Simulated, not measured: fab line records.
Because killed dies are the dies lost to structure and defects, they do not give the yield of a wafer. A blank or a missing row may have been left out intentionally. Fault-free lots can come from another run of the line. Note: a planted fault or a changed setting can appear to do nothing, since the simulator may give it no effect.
fab line records || flow ritCmos
record: {"lots": 13, "wafers": 39, "lastDay": 7}
route steps=202 shown NSD@134 M1@202
lots that met no fault: from a run of the same line without faults
startH: hours from the record's opening day to when the first of the lot's shown wafers began || waitH: how many hours have passed since the lot's step before this one || " unchanged from the row above || L1.1+2: one row covering several wafers at once || - either no value or no given start || * or withheld: withheld || < > ~ a bound
route shown NAME@n: a module of which the file shows steps, and the number in the route of the first || usual: mean/standard deviation of fault-free wafers || same: alike in all rows || chamber/n: place in a boat || sites: per-site readings || _std_site: how widely they spread, as a standard deviation || _edge_site: outer sites' mean less inner sites' || radiusMm: for every site, how far away it sits from the centre of the wafer || mask NAME#n: copy n || behind: the last tool/chamber to shape the wafer || hold: reason for holding the lot/hours on hold/outcome of the hold || device: which transistor (n, p or np) failed to switch || end of line: tests run on the same wafers once the route is complete || a step with no rows: only its recipe || killed: the dies lost at the first sort to structure and to defects; this is not the yield of the wafer || map: a wafer's dies, x killed, . not, _ none there
set.NAME: the setting that was run; set.NAME@STEP: the one run at that earlier step || model.NAME: the simulator's own value behind a step, which no gauge read
the route's steps for a sample of lots (tables are steps, rows are wafers)
services: the hour from which a tool's chamber was out of use, counted from the record's first day as startH (under 0 if before that day), plus the number of hours and why
== steps ==
step: RIT_NSD_EXPOSE_03
recipe: {"maskId": "M9", "na": 0.57, "targetCdNm": 40700, "doseMj": 250}
usual: {"exposureDoseMJCm2": "250.03/0.24"}
{"lot.wafer": "L542.2", "tool": "ilineStepper-01", "chamber": 0, "startH": 62.83, "waitH": 0.1, "mask": "M9#0", "exposureDoseMJCm2": 249.64}
{"lot.wafer": "L542.3", "tool": "ilineStepper-01", "chamber": 0, "startH": 62.83, "waitH": 0.1, "mask": "M9#0", "exposureDoseMJCm2": 249.52}
{"lot.wafer": "L542.5", "tool": "ilineStepper-01", "chamber": 0, "startH": 62.83, "waitH": 0.1, "mask": "M9#0", "exposureDoseMJCm2": 249.88}
{"lot.wafer": "L543.1", "tool": "ilineStepper-02", "chamber": 0, "startH": 69.71, "waitH": 0.2, "mask": "M9_R1#0", "exposureDoseMJCm2": 249.63}
{"lot.wafer": "L543.3", "tool": "ilineStepper-02", "chamber": 0, "startH": 69.71, "waitH": 0.2, "mask": "M9_R1#0", "exposureDoseMJCm2": 250.15}
{"lot.wafer": "L543.4", "tool": "ilineStepper-02", "chamber": 0, "startH": 69.71, "waitH": 0.2, "mask": "M9_R1#0", "exposureDoseMJCm2": 249.70}
{"lot.wafer": "L545.1", "tool": "ilineStepper-01", "chamber": 0, "startH": 79.09, "waitH": 0.1, "mask": "M9#0", "exposureDoseMJCm2": 250.19}
{"lot.wafer": "L545.2", "tool": "ilineStepper-01", "chamber": 0, "startH": 79.09, "waitH": 0.1, "mask": "M9#0", "exposureDoseMJCm2": 250.10}
{"lot.wafer": "L545.3", "tool": "ilineStepper-01", "chamber": 0, "startH": 79.09, "waitH": 0.1, "mask": "M9#0", "exposureDoseMJCm2": 249.80}
{"lot.wafer": "L548.1", "tool": "ilineStepper-02", "chamber": 0, "startH": 95.54, "waitH": 0.1, "mask": "M9#0", "exposureDoseMJCm2": 249.99}
{"lot.wafer": "L548.3", "tool": "ilineStepper-02", "chamber": 0, "startH": 95.54, "waitH": 0.1, "mask": "M9#0", "exposureDoseMJCm2": 249.58}
{"lot.wafer": "L548.5", "tool": "ilineStepper-02", "chamber": 0, "startH": 95.54, "waitH": 0.1, "mask": "M9#0", "exposureDoseMJCm2": 250.01}
{"lot.wafer": "L552.1", "tool": "ilineStepper-02", "chamber": 0, "startH": 110.89, "waitH": 0.2, "mask": "M9#0", "exposureDoseMJCm2": 249.82}
{"lot.wafer": "L552.4", "tool": "ilineStepper-02", "chamber": 0, "startH": 110.89, "waitH": 0.2, "mask": "M9#0", "exposureDoseMJCm2": 250.18}
{"lot.wafer": "L552.5", "tool": "ilineStepper-02", "chamber": 0, "startH": 110.89, "waitH": 0.2, "mask": "M9#0", "exposureDoseMJCm2": 249.50}
{"lot.wafer": "L553.2", "tool": "ilineStepper-01", "chamber": 0, "startH": 114.01, "waitH": 0.2, "mask": "M9#0", "exposureDoseMJCm2": 250.00}
{"lot.wafer": "L553.3", "tool": "ilineStepper-01", "chamber": 0, "startH": 114.01, "waitH": 0.2, "mask": "M9#0", "exposureDoseMJCm2": 249.89}
{"lot.wafer": "L553.5", "tool": "ilineStepper-01", "chamber": 0, "startH": 114.01, "waitH": 0.2, "mask": "M9#0", "exposureDoseMJCm2": 249.94}
{"lot.wafer": "L554.2", "tool": "ilineStepper-02", "chamber": 0, "startH": 123.58, "waitH": 0.3, "mask": "M9#0", "exposureDoseMJCm2": 250.36}
{"lot.wafer": "L554.3", "tool": "ilineStepper-02", "chamber": 0, "startH": 123.58, "waitH": 0.3, "mask": "M9#0", "exposureDoseMJCm2": 250.23}
{"lot.wafer": "L554.4", "tool": "ilineStepper-02", "chamber": 0, "startH": 123.58, "waitH": 0.3, "mask": "M9#0", "exposureDoseMJCm2": 250.16}
{"lot.wafer": "L555.1", "tool": "ilineStepper-02", "chamber": 0, "startH": 127.07, "waitH": 0.1, "mask": "M9#0", "exposureDoseMJCm2": 250.06}
{"lot.wafer": "L555.5", "tool": "ilineStepper-02", "chamber": 0, "startH": 127.07, "waitH": 0.1, "mask": "M9#0", "exposureDoseMJCm2": 250.10}
{"lot.wafer": "L555.6", "tool": "ilineStepper-02", "chamber": 0, "startH": 127.07, "waitH": 0.1, "mask": "M9#0", "exposureDoseMJCm2": 249.79}
{"lot.wafer": "L558.1", "tool": "ilineStepper-02", "chamber": 0, "startH": 141.30, "waitH": 0.2, "mask": "M9#0", "exposureDoseMJCm2": 249.82}
{"lot.wafer": "L558.2", "tool": "ilineStepper-02", "chamber": 0, "startH": 141.30, "waitH": 0.2, "mask": "M9#0", "exposureDoseMJCm2": 249.83}
{"lot.wafer": "L558.3", "tool": "ilineStepper-02", "chamber": 0, "startH": 141.30, "waitH": 0.2, "mask": "M9#0", "exposureDoseMJCm2": 249.61}
{"lot.wafer": "L559.1", "tool": "ilineStepper-01", "chamber": 0, "startH": 147.02, "waitH": 0.2, "mask": "M9#0", "exposureDoseMJCm2": 249.69}
{"lot.wafer": "L559.2", "tool": "ilineStepper-01", "chamber": 0, "startH": 147.02, "waitH": 0.2, "mask": "M9#0", "exposureDoseMJCm2": 249.57}
{"lot.wafer": "L559.5", "tool": "ilineStepper-01", "chamber": 0, "startH": 147.02, "waitH": 0.2, "mask": "M9#0", "exposureDoseMJCm2": 249.89}
{"lot.wafer": "L560.1", "tool": "ilineStepper-01", "chamber": 0, "startH": 149.47, "waitH": 0.1, "mask": "M9#0", "exposureDoseMJCm2": 250.16}
{"lot.wafer": "L560.2", "tool": "ilineStepper-01", "chamber": 0, "startH": 149.47, "waitH": 0.1, "mask": "M9#0", "exposureDoseMJCm2": 250.03}
{"lot.wafer": "L560.5", "tool": "ilineStepper-01", "chamber": 0, "startH": 149.47, "waitH": 0.1, "mask": "M9#0", "exposureDoseMJCm2": 250.24}
{"lot.wafer": "L561.1", "tool": "ilineStepper-01", "chamber": 0, "startH": 156.61, "waitH": 0.1, "mask": "M9#0", "exposureDoseMJCm2": 249.93}
{"lot.wafer": "L561.3", "tool": "ilineStepper-01", "chamber": 0, "startH": 156.61, "waitH": 0.1, "mask": "M9#0", "exposureDoseMJCm2": 250.17}
{"lot.wafer": "L561.4", "tool": "ilineStepper-01", "chamber": 0, "startH": 156.61, "waitH": 0.1, "mask": "M9#0", "exposureDoseMJCm2": 249.84}
{"lot.wafer": "L563.2", "tool": "ilineStepper-02", "chamber": 0, "startH": 164.12, "waitH": 0.2, "mask": "M9#0", "exposureDoseMJCm2": 250.47}
{"lot.wafer": "L563.5", "tool": "ilineStepper-02", "chamber": 0, "startH": 164.12, "waitH": 0.2, "mask": "M9#0", "exposureDoseMJCm2": 250.38}
{"lot.wafer": "L563.6", "tool": "ilineStepper-02", "chamber": 0, "startH": 164.12, "waitH": 0.2, "mask": "M9#0", "exposureDoseMJCm2": 250.05}
step: RIT_M1_PROBE_99
usual: {"killedAtContacts": "0.1/0.3", "killedAtFrontEnd": "6.7/2.6", "killedDies": "6.8/2.6", "killedOpen": "3.3/1.7", "killedShort": "3.4/2"}
same: {"grossDies": 264, "killed_at_M0_to_M3": 0, "killed_at_M4_up": 0, "killedAtBackSide": 0, "killedAtOther": 0}
{"lot.wafer": "L542.2", "tool": "prober-01", "chamber": "-", "startH": 73.37, "waitH": 0.1, "killedAtContacts": 1, "killedAtFrontEnd": 11, "killedDies": 12, "killedOpen": 7, "killedShort": 5}
{"lot.wafer": "L542.3", "tool": "prober-01", "chamber": "-", "startH": 73.42, "waitH": 0.2, "killedAtContacts": 0, "killedAtFrontEnd": 11, "killedDies": 11, "killedOpen": 5, "killedShort": 6}
{"lot.wafer": "L542.5", "tool": "prober-01", "chamber": "-", "startH": 73.52, "waitH": 0.2, "killedAtContacts": 0, "killedAtFrontEnd": 9, "killedDies": 9, "killedOpen": 3, "killedShort": 6}
{"lot.wafer": "L543.1", "tool": "prober-02", "chamber": "-", "startH": 79.91, "waitH": 0.1, "killedAtContacts": 0, "killedAtFrontEnd": 3, "killedDies": 3, "killedOpen": 3, "killedShort": 0}
{"lot.wafer": "L543.3", "tool": "prober-02", "chamber": "-", "startH": 80.01, "waitH": 0.2, "killedAtContacts": 0, "killedAtFrontEnd": 6, "killedDies": 6, "killedOpen": 2, "killedShort": 4}
{"lot.wafer": "L543.4", "tool": "prober-02", "chamber": "-", "startH": 80.06, "waitH": 0.2, "killedAtContacts": 0, "killedAtFrontEnd": 8, "killedDies": 8, "killedOpen": 6, "killedShort": 2}
{"lot.wafer": "L545.1", "tool": "prober-02", "chamber": "-", "startH": 89.39, "waitH": 0.1, "killedAtContacts": 0, "killedAtFrontEnd": 9, "killedDies": 9, "killedOpen": 4, "killedShort": 5}
{"lot.wafer": "L545.2", "tool": "prober-02", "chamber": "-", "startH": 89.44, "waitH": 0.1, "killedAtContacts": 0, "killedAtFrontEnd": 2, "killedDies": 2, "killedOpen": 0, "killedShort": 2}
{"lot.wafer": "L545.3", "tool": "prober-02", "chamber": "-", "startH": 89.49, "waitH": 0.2, "killedAtContacts": 0, "killedAtFrontEnd": 10, "killedDies": 10, "killedOpen": 3, "killedShort": 7}
{"lot.wafer": "L548.1", "tool": "prober-02", "chamber": "-", "startH": 106.54, "waitH": 0.1, "killedAtContacts": 0, "killedAtFrontEnd": 6, "killedDies": 6, "killedOpen": 3, "killedShort": 2}
{"lot.wafer": "L548.3", "tool": "prober-02", "chamber": "-", "startH": 106.64, "waitH": 0.2, "killedAtContacts": 0, "killedAtFrontEnd": 5, "killedDies": 5, "killedOpen": 2, "killedShort": 1}
{"lot.wafer": "L548.5", "tool": "prober-02", "chamber": "-", "startH": 106.74, "waitH": 0.2, "killedAtContacts": 0, "killedAtFrontEnd": 8, "killedDies": 8, "killedOpen": 3, "killedShort": 5}
{"lot.wafer": "L552.1", "tool": "prober-01", "chamber": "-", "startH": 121.69, "waitH": 0.1, "killedAtContacts": 0, "killedAtFrontEnd": 5, "killedDies": 5, "killedOpen": 3, "killedShort": 2}
{"lot.wafer": "L552.4", "tool": "prober-01", "chamber": "-", "startH": 121.84, "waitH": 0.2, "killedAtContacts": 0, "killedAtFrontEnd": 12, "killedDies": 12, "killedOpen": 4, "killedShort": 8}
{"lot.wafer": "L552.5", "tool": "prober-01", "chamber": "-", "startH": 121.89, "waitH": 0.2, "killedAtContacts": 0, "killedAtFrontEnd": 7, "killedDies": 7, "killedOpen": 2, "killedShort": 5}
{"lot.wafer": "L553.2", "tool": "prober-01", "chamber": "-", "startH": 124.77, "waitH": 0.1, "killedAtContacts": 0, "killedAtFrontEnd": 4, "killedDies": 4, "killedOpen": 3, "killedShort": 1}
{"lot.wafer": "L553.3", "tool": "prober-01", "chamber": "-", "startH": 124.82, "waitH": 0.2, "killedAtContacts": 0, "killedAtFrontEnd": 3, "killedDies": 3, "killedOpen": 3, "killedShort": 0}
{"lot.wafer": "L553.5", "tool": "prober-01", "chamber": "-", "startH": 124.92, "waitH": 0.2, "killedAtContacts": 1, "killedAtFrontEnd": 6, "killedDies": 7, "killedOpen": 2, "killedShort": 5}
{"lot.wafer": "L554.2", "tool": "prober-01", "chamber": "-", "startH": 133.85, "waitH": 0.1, "killedAtContacts": 0, "killedAtFrontEnd": 11, "killedDies": 11, "killedOpen": 4, "killedShort": 7}
{"lot.wafer": "L554.3", "tool": "prober-01", "chamber": "-", "startH": 133.90, "waitH": 0.2, "killedAtContacts": 0, "killedAtFrontEnd": 8, "killedDies": 8, "killedOpen": 3, "killedShort": 5}
{"lot.wafer": "L554.4", "tool": "prober-01", "chamber": "-", "startH": 133.95, "waitH": 0.2, "killedAtContacts": 0, "killedAtFrontEnd": 8, "killedDies": 8, "killedOpen": 4, "killedShort": 4}
{"lot.wafer": "L555.1", "tool": "prober-01", "chamber": "-", "startH": 137.47, "waitH": 0.1, "killedAtContacts": 0, "killedAtFrontEnd": 5, "killedDies": 5, "killedOpen": 5, "killedShort": 0}
{"lot.wafer": "L555.5", "tool": "prober-01", "chamber": "-", "startH": 137.67, "waitH": 0.2, "killedAtContacts": 0, "killedAtFrontEnd": 8, "killedDies": 8, "killedOpen": 6, "killedShort": 2}
{"lot.wafer": "L555.6", "tool": "prober-01", "chamber": "-", "startH": 137.72, "waitH": 0.2, "killedAtContacts": 0, "killedAtFrontEnd": 5, "killedDies": 5, "killedOpen": 2, "killedShort": 3}
{"lot.wafer": "L558.1", "tool": "prober-01", "chamber": "-", "startH": 151.72, "waitH": 0.1, "killedAtContacts": 1, "killedAtFrontEnd": 6, "killedDies": 7, "killedOpen": 1, "killedShort": 6}
{"lot.wafer": "L558.2", "tool": "prober-01", "chamber": "-", "startH": 151.77, "waitH": 0.1, "killedAtContacts": 0, "killedAtFrontEnd": 11, "killedDies": 11, "killedOpen": 5, "killedShort": 6}
{"lot.wafer": "L558.3", "tool": "prober-01", "chamber": "-", "startH": 151.82, "waitH": 0.2, "killedAtContacts": 1, "killedAtFrontEnd": 7, "killedDies": 8, "killedOpen": 2, "killedShort": 6}
{"lot.wafer": "L559.1", "tool": "prober-02", "chamber": "-", "startH": 157.47, "waitH": 0.1, "killedAtContacts": 0, "killedAtFrontEnd": 10, "killedDies": 10, "killedOpen": 4, "killedShort": 6}
{"lot.wafer": "L559.2", "tool": "prober-02", "chamber": "-", "startH": 157.52, "waitH": 0.1, "killedAtContacts": 0, "killedAtFrontEnd": 4, "killedDies": 4, "killedOpen": 3, "killedShort": 1}
{"lot.wafer": "L559.5", "tool": "prober-02", "chamber": "-", "startH": 157.67, "waitH": 0.2, "killedAtContacts": 0, "killedAtFrontEnd": 5, "killedDies": 5, "killedOpen": 5, "killedShort": 0}
{"lot.wafer": "L560.1", "tool": "prober-01", "chamber": "-", "startH": 160.04, "waitH": 0.1, "killedAtContacts": 0, "killedAtFrontEnd": 3, "killedDies": 3, "killedOpen": 2, "killedShort": 1}
{"lot.wafer": "L560.2", "tool": "prober-01", "chamber": "-", "startH": 160.09, "waitH": 0.1, "killedAtContacts": 0, "killedAtFrontEnd": 7, "killedDies": 7, "killedOpen": 3, "killedShort": 4}
{"lot.wafer": "L560.5", "tool": "prober-01", "chamber": "-", "startH": 160.24, "waitH": 0.2, "killedAtContacts": 0, "killedAtFrontEnd": 7, "killedDies": 7, "killedOpen": 2, "killedShort": 5}
{"lot.wafer": "L561.1", "tool": "prober-02", "chamber": "-", "startH": 167.03, "waitH": 0.1, "killedAtContacts": 0, "killedAtFrontEnd": 7, "killedDies": 7, "killedOpen": 4, "killedShort": 3}
{"lot.wafer": "L561.3", "tool": "prober-02", "chamber": "-", "startH": 167.13, "waitH": 0.2, "killedAtContacts": 0, "killedAtFrontEnd": 9, "killedDies": 9, "killedOpen": 5, "killedShort": 4}
{"lot.wafer": "L561.4", "tool": "prober-02", "chamber": "-", "startH": 167.18, "waitH": 0.2, "killedAtContacts": 0, "killedAtFrontEnd": 11, "killedDies": 11, "killedOpen": 6, "killedShort": 5}
{"lot.wafer": "L563.2", "tool": "prober-02", "chamber": "-", "startH": 174.39, "waitH": 0.1, "killedAtContacts": 0, "killedAtFrontEnd": 6, "killedDies": 6, "killedOpen": 1, "killedShort": 5}
{"lot.wafer": "L563.5", "tool": "prober-02", "chamber": "-", "startH": 174.54, "waitH": 0.2, "killedAtContacts": 0, "killedAtFrontEnd": 3, "killedDies": 3, "killedOpen": 1, "killedShort": 2}
{"lot.wafer": "L563.6", "tool": "prober-02", "chamber": "-", "startH": 174.59, "waitH": 0.2, "killedAtContacts": 1, "killedAtFrontEnd": 5, "killedDies": 6, "killedOpen": 4, "killedShort": 2}
killed by level:class
L542.2 GATE:geometricParticle:short=2 GATE:geometricParticle:open=2 SILICIDE:geometricParticle:open=2 FOX1:geometricParticle:short=1 FOX2:geometricParticle:short=1 REOX:geometricParticle:open=1 SPACER:geometricParticle:open=1 SILICIDE:geometricParticle:short=1
L542.3 FOX1:geometricParticle:short=2 GATE:geometricParticle:open=2 GATE:geometricParticle:short=2 SPACER:geometricParticle:open=2 FOX1:geometricParticle:open=1 FOX2:geometricParticle:short=1 SPACER:geometricParticle:short=1
L542.5 GATE:geometricParticle:open=2 GATE:geometricParticle:short=2 FOX1:geometricParticle:short=1 REOX:geometricParticle:short=1 REOX:geometricParticle:open=1 SPACER:geometricParticle:short=1 SILICIDE:geometricParticle:short=1
L543.1 FOX1:geometricParticle:open=1 FOX2:geometricParticle:open=1 GATE:geometricParticle:open=1
L543.3 REOX:geometricParticle:short=2 GATE:geometricParticle:open=1 SPACER:geometricParticle:short=1 SILICIDE:geometricParticle:open=1 SILICIDE:geometricParticle:short=1
L543.4 FOX1:geometricParticle:open=3 GATE:geometricParticle:open=2 FOX1:geometricParticle:short=1 FOX2:geometricParticle:short=1 SPACER:geometricParticle:open=1
L545.1 GATE:geometricParticle:short=3 GATE:geometricParticle:open=2 REOX:geometricParticle:short=2 SPACER:geometricParticle:open=2
L545.2 SPACER:geometricParticle:short=1 SILICIDE:geometricParticle:short=1
L545.3 GATE:geometricParticle:short=2 GATE:geometricParticle:open=2 REOX:geometricParticle:short=2 FOX1:geometricParticle:short=1 REOX:geometricParticle:open=1 SPACER:geometricParticle:short=1 SILICIDE:geometricParticle:short=1
L548.1 FOX1:geometricParticle:open=2 REOX:geometricParticle:short=2 GATE:geometricParticle:open=1 PWELL:coatMicrobubblePrinted=1
L548.3 PWELL:coatMicrobubblePrinted=2 FOX1:geometricParticle:open=1 FOX1:geometricParticle:short=1 REOX:geometricParticle:open=1
L548.5 GATE:geometricParticle:short=2 REOX:geometricParticle:open=2 FOX1:geometricParticle:short=1 GATE:geometricParticle:open=1 REOX:geometricParticle:short=1 SPACER:geometricParticle:short=1
L552.1 GATE:geometricParticle:open=2 ACTIVE:geometricParticle:open=1 GATE:geometricParticle:short=1 SPACER:geometricParticle:short=1
L552.4 GATE:geometricParticle:short=4 GATE:geometricParticle:open=3 SILICIDE:geometricParticle:short=3 FOX1:geometricParticle:open=1 SPACER:geometricParticle:short=1
L552.5 GATE:geometricParticle:short=3 GATE:geometricParticle:open=2 SPACER:geometricParticle:short=2
L553.2 GATE:geometricParticle:open=2 GATE:geometricParticle:short=1 SPACER:geometricParticle:open=1
L553.3 GATE:geometricParticle:open=1 SPACER:geometricParticle:open=1 SILICIDE:geometricParticle:open=1
L553.5 GATE:geometricParticle:short=4 GATE:geometricParticle:open=2 CONTACT:geometricParticle:short=1
L554.2 SPACER:geometricParticle:short=2 SPACER:geometricParticle:open=2 SILICIDE:geometricParticle:open=2 SILICIDE:geometricParticle:short=2 FOX1:geometricParticle:short=1 GATE:geometricParticle:short=1 REOX:geometricParticle:short=1
L554.3 FOX1:geometricParticle:short=4 REOX:geometricParticle:open=2 FOX1:geometricParticle:open=1 GATE:geometricParticle:short=1
L554.4 GATE:geometricParticle:open=4 FOX1:geometricParticle:short=2 GATE:geometricParticle:short=1 SILICIDE:geometricParticle:short=1
L555.1 REOX:geometricParticle:open=3 SPACER:geometricParticle:open=1 SILICIDE:geometricParticle:open=1
L555.5 FOX2:geometricParticle:open=2 GATE:geometricParticle:open=2 SPACER:geometricParticle:open=2 GATE:geometricParticle:short=1 REOX:geometricParticle:short=1
L555.6 REOX:geometricParticle:short=2 GATE:geometricParticle:short=1 SPACER:geometricParticle:open=1 SILICIDE:geometricParticle:open=1
L558.1 GATE:geometricParticle:short=3 FOX1:geometricParticle:short=1 FOX2:geometricParticle:short=1 SPACER:geometricParticle:open=1 CONTACT:geometricParticle:short=1
L558.2 GATE:geometricParticle:short=5 FOX1:geometricParticle:open=3 FOX2:geometricParticle:open=1 FOX2:geometricParticle:short=1 GATE:geometricParticle:open=1
L558.3 SILICIDE:geometricParticle:short=2 GATE:geometricParticle:short=1 GATE:geometricParticle:open=1 REOX:geometricParticle:short=1 SPACER:geometricParticle:short=1 SPACER:geometricParticle:open=1 CONTACT:geometricParticle:short=1
L559.1 GATE:geometricParticle:open=2 GATE:geometricParticle:short=2 SILICIDE:geometricParticle:short=2 FOX2:geometricParticle:short=1 REOX:geometricParticle:short=1 SPACER:geometricParticle:open=1 SILICIDE:geometricParticle:open=1
L559.2 FOX2:geometricParticle:open=1 GATE:geometricParticle:open=1 GATE:geometricParticle:short=1 SILICIDE:geometricParticle:open=1
L559.5 GATE:geometricParticle:open=2 SPACER:geometricParticle:open=2 FOX1:geometricParticle:open=1
L560.1 GATE:geometricParticle:open=2 GATE:geometricParticle:short=1
L560.2 SPACER:geometricParticle:short=2 FOX1:geometricParticle:short=1 GATE:geometricParticle:short=1 REOX:geometricParticle:open=1 SPACER:geometricParticle:open=1 SILICIDE:geometricParticle:open=1
L560.5 FOX1:geometricParticle:short=2 GATE:geometricParticle:short=2 GATE:geometricParticle:open=1 SPACER:geometricParticle:short=1 SPACER:geometricParticle:open=1
L561.1 GATE:geometricParticle:short=2 FOX1:geometricParticle:open=1 GATE:geometricParticle:open=1 REOX:geometricParticle:open=1 SPACER:geometricParticle:open=1 SPACER:geometricParticle:short=1
L561.3 FOX1:geometricParticle:open=2 FOX1:geometricParticle:short=1 GATE:geometricParticle:open=1 GATE:geometricParticle:short=1 REOX:geometricParticle:short=1 REOX:geometricParticle:open=1 SPACER:geometricParticle:short=1 SILICIDE:geometricParticle:open=1
L561.4 REOX:geometricParticle:short=2 GATE:geometricParticle:short=2 REOX:geometricParticle:open=2 SILICIDE:geometricParticle:open=2 GATE:geometricParticle:open=1 SPACER:geometricParticle:open=1 SILICIDE:geometricParticle:short=1
L563.2 REOX:geometricParticle:short=3 SILICIDE:geometricParticle:short=2 FOX1:geometricParticle:open=1
L563.5 FOX1:geometricParticle:short=1 REOX:geometricParticle:short=1 REOX:geometricParticle:open=1
L563.6 FOX1:geometricParticle:short=1 FOX1:geometricParticle:open=1 GATE:geometricParticle:short=1 REOX:geometricParticle:open=1 SILICIDE:geometricParticle:open=1 CONTACT:geometricParticle:open=1
== services ==
{"tool": "ilineStepper-02", "chamber": "-", "startH": 70.56, "hours": 2.1, "kind": "repair"}
{"tool": "ilineStepper-01", "chamber": "-", "startH": 84.15, "hours": 8.8, "kind": "repair"}
{"tool": "ilineStepper-01", "chamber": "-", "startH": 84.47, "hours": 8.8, "kind": "repair"}
{"tool": "ilineStepper-01", "chamber": "-", "startH": 117.68, "hours": 2.5, "kind": "repair"}
{"tool": "ilineStepper-02", "chamber": 0, "startH": 132.33, "hours": "-", "kind": "calibration"}
{"tool": "ilineStepper-02", "chamber": "-", "startH": 145.93, "hours": 7.0, "kind": "repair"}
{"tool": "ilineStepper-01", "chamber": "-", "startH": 152.92, "hours": 1.7, "kind": "pm"}
== key ==
firstSign: {"step": "RIT_NSD_EXPOSE_03", "reading": "mask", "direction": "changed"}
effect none on later readings
metAt RIT_NSD_EXPOSE_03
struckLots L543
testerLeftOut L543
fault: {"kind": "wrongMask", "tool": "any", "chamber": "-", "onsetH": 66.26, "steps": "RIT_NSD_EXPOSE_03", "auxCopy": "M9_R1#0", "cdOffsetNm": -350, "scope": "struckLotsOnly"}
testerLeftOut: of these lots the tester's yield and bins aren't shown, on N5 and GAA mostly nor the transistor test; their killed dies are dies lost to structure and defects alone, not to doping, threshold or leakage, so they don't give the yield
